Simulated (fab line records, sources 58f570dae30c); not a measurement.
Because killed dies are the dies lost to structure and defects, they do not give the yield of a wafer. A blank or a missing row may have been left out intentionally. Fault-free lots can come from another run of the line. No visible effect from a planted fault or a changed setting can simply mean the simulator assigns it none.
Check of tool commonality	flow berkeley-cmos170	14 lots and 42 wafers in the sample

REASON IT WAS OPENED
Of 14 lots, 2 have the reading PLDD_TW flagged at UCB170_PLDD_TW_MEAS_11. Wafers without a fault read 1014, standard deviation 11.
Rule: a lot is flagged when every wafer of it that has a number lies more than 4 standard deviations from that mean, or none has a number. All remaining lots are regarded as sound.

lot	measured	on	PLDD_TW, wafer by wafer	flag
L660	day 7 15:44	film-metro-04	1019 1016 1009	
L661	day 7 16:03	film-metro-02	1035 1034 1032	
L664	day 7 23:54	film-metro-01	1002 1003 1013	
L665	day 8 16:26	film-metro-04	953 960 961	FLAGGED
L667	day 9 00:01	film-metro-02	1024 1019 1018	
L670	day 9 10:53	film-metro-02	1018 1015 1015	
L671	day 9 11:07	film-metro-01	1002 1001 1002	
L669	day 9 11:21	film-metro-04	949 952 947	FLAGGED
L674	day 10 14:53	film-metro-04	1007 1010 1013	
L675	day 10 15:14	film-metro-02	1029 1027 1026	
L677	day 11 12:41	film-metro-04	1013 1012 1010	
L679	day 11 13:02	film-metro-01	1001 1007 1001	
L681	day 11 13:16	film-metro-02	1030 1030 1028	
L682	day 12 00:20	film-metro-02	1029 1027 1027	
The numbers of the flagged lots are 954 on average: -60 against the usual, or -5 standard deviations.

WHICH TOOL EACH LOT WENT THROUGH
The record keeps 1 process step preceding the reading, out of 331 steps on the route. Read each cell as the tool, then ch plus the chambers that the sampled wafers visited, then the start.
lot	flag	UCB170_PLDD_IMPLANT_08
L660		implanter-01 ch 0, day 7 15:22
L661		implanter-03 ch 0, day 7 15:41
L664		implanter-01 ch 0, day 7 23:30
L665	FLAGGED	implanter-01 ch 0, day 8 16:03
L667		implanter-02 ch 0, day 8 23:37
L670		implanter-03 ch 0, day 9 10:31
L671		implanter-02 ch 0, day 9 10:44
L669	FLAGGED	implanter-01 ch 0, day 9 10:58
L674		implanter-02 ch 0, day 10 14:31
L675		implanter-03 ch 0, day 10 14:52
L677		implanter-02 ch 0, day 11 12:20
L679		implanter-03 ch 0, day 11 12:40
L681		implanter-02 ch 0, day 11 12:53
L682		implanter-02 ch 0, day 11 23:56
These steps, and what they do:
- UCB170_PLDD_IMPLANT_08
- UCB170_PLDD_TW_MEAS_11

FLAGGED OVER TOTAL, TOOL BY TOOL (the gauges that took the reading come last)
step	tool	lots run	flagged	share of the flagged lots	sound lots run after its first flagged lot
UCB170_PLDD_IMPLANT_08	implanter-01	4	2	all	0
UCB170_PLDD_IMPLANT_08	implanter-02	6	0	none	-
UCB170_PLDD_IMPLANT_08	implanter-03	4	0	none	-
UCB170_PLDD_TW_MEAS_11	film-metro-01	3	0	none	-
UCB170_PLDD_TW_MEAS_11	film-metro-02	6	0	none	-
UCB170_PLDD_TW_MEAS_11	film-metro-04	5	2	all	2 (L674,L677)

WHAT THE TABLE ALLOWS
Rows of the table that ran all the flagged lots, 2 in number: implanter-01 at UCB170_PLDD_IMPLANT_08; film-metro-04 at UCB170_PLDD_TW_MEAS_11.
- implanter-01 at UCB170_PLDD_IMPLANT_08 ran 4 lots, 2 of them flagged. It ran its last sound lot, L664, at day 7 23:30 and its first flagged lot, L665, at day 8 16:03: a fault with its onset between the two fits. Its own readings lie more than 4 standard deviations out on every wafer of the flagged lots: beam-energy-keV, beam-on-s, faraday-current-uA.
- film-metro-04 at UCB170_PLDD_TW_MEAS_11 ran 5 lots, 2 of them flagged. Sound lots followed the first flagged one (L674, L677) on it, something a lasting fault affecting the whole tool could not allow.
Just one tool remains: implanter-01 at UCB170_PLDD_IMPLANT_08.

WHAT THE SIMULATOR PUT IN
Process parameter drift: implanter-01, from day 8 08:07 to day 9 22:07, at UCB170_PLDD_IMPLANT_08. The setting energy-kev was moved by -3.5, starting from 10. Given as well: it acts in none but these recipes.
Shown lots that were struck: L665, L669. The rule above found the same.
